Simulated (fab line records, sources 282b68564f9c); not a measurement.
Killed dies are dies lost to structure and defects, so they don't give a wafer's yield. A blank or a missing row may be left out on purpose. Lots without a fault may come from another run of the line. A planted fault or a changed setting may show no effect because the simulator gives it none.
Which tool did it? | flow rit_cmos | 13 lots, 39 wafers sampled, at 1 step of a route of 202

WHAT THE GAUGES READ, wafer by wafer
The record holds no reading of a measuring or inspecting step that can be judged against a usual standard deviation.

WHICH TOOL RAN EACH LOT (tool, then ch and the chambers of the sampled wafers, then the start)
lot  | RIT_FOX2_WET_ETCH_03
L450 | wet_bench-02 ch 3, day 1 22:28
L452 | wet_bench-04 ch 3, day 2 08:34
L455 | wet_bench-02 ch 2, day 2 22:41
L456 | wet_bench-02 ch 0, day 3 02:59
L460 | wet_bench-01 ch 1, day 3 23:12
L461 | wet_bench-04 ch 1, day 4 05:40
L462 | wet_bench-02 ch 2, day 4 12:18
L463 | wet_bench-04 ch 3, day 4 21:36
L464 | wet_bench-04 ch 3, day 4 21:36
L466 | wet_bench-02 ch 0, day 5 09:21
L471 | wet_bench-04 ch 3, day 6 06:17
L472 | wet_bench-02 ch 3, day 6 14:41
L473 | wet_bench-01 ch 2, day 6 18:30
- RIT_FOX2_WET_ETCH_03: etches Si3N4 in H3PO4, target depth 195 nm, time 2700 s.

WHAT THE TOOLS THEMSELVES READ (means of the sampled wafers that have a number; where no wafer has one, the mark that the record gives instead)
RIT_FOX2_WET_ETCH_03.
lot  | tool         | bath_heat_duty_pct (%) | run_length_s (s)
L450 | wet_bench-02 | 32                     | 2727
L452 | wet_bench-04 | 22                     | 2728
L455 | wet_bench-02 | 25                     | 2724
L456 | wet_bench-02 | 27                     | 2732
L460 | wet_bench-01 | 36                     | 2728
L461 | wet_bench-04 | 31                     | 2725
L462 | wet_bench-02 | 25                     | 2733
L463 | wet_bench-04 | 22                     | 2735
L464 | wet_bench-04 | 23                     | 2734
L466 | wet_bench-02 | 28                     | 4345
L471 | wet_bench-04 | 23                     | 2727
L472 | wet_bench-02 | 31                     | 2726
L473 | wet_bench-01 | 28                     | 2726

THE ANSWER, worked out from the rows above alone
Rule: what is usual is taken from the lots themselves. Put in order of their means at a reading, lots are off if they are a third of the lots or fewer, leave a main group of 4 or more, and stand apart from it by a gap of 3 or more times the standard deviation of the main group's means; of several such gaps the widest counts. A main group whose means are all the same, to the digits that the tables above print for the reading, isn't used. A lot without any number at a reading at which 4 lots or more have one is off too. The other lots that the step has rows for count as sound. The gauges are gone through in route order, then the tools' own readings, and for those a lot's mean is taken as printed above. The first step at which some lot is off is used, and at that step the reading that is off furthest; a lot without a number counts as furthest.
Off: L466, at RIT_FOX2_WET_ETCH_03 (run_length_s). The main group: mean 2729 s, standard deviation 3.6.
A tool fits if, at that step or a process step before it, it ran every lot that is off, and no sound lot after the first of them. None of those tried fits.

WHAT THE SIMULATOR HAD PUT IN
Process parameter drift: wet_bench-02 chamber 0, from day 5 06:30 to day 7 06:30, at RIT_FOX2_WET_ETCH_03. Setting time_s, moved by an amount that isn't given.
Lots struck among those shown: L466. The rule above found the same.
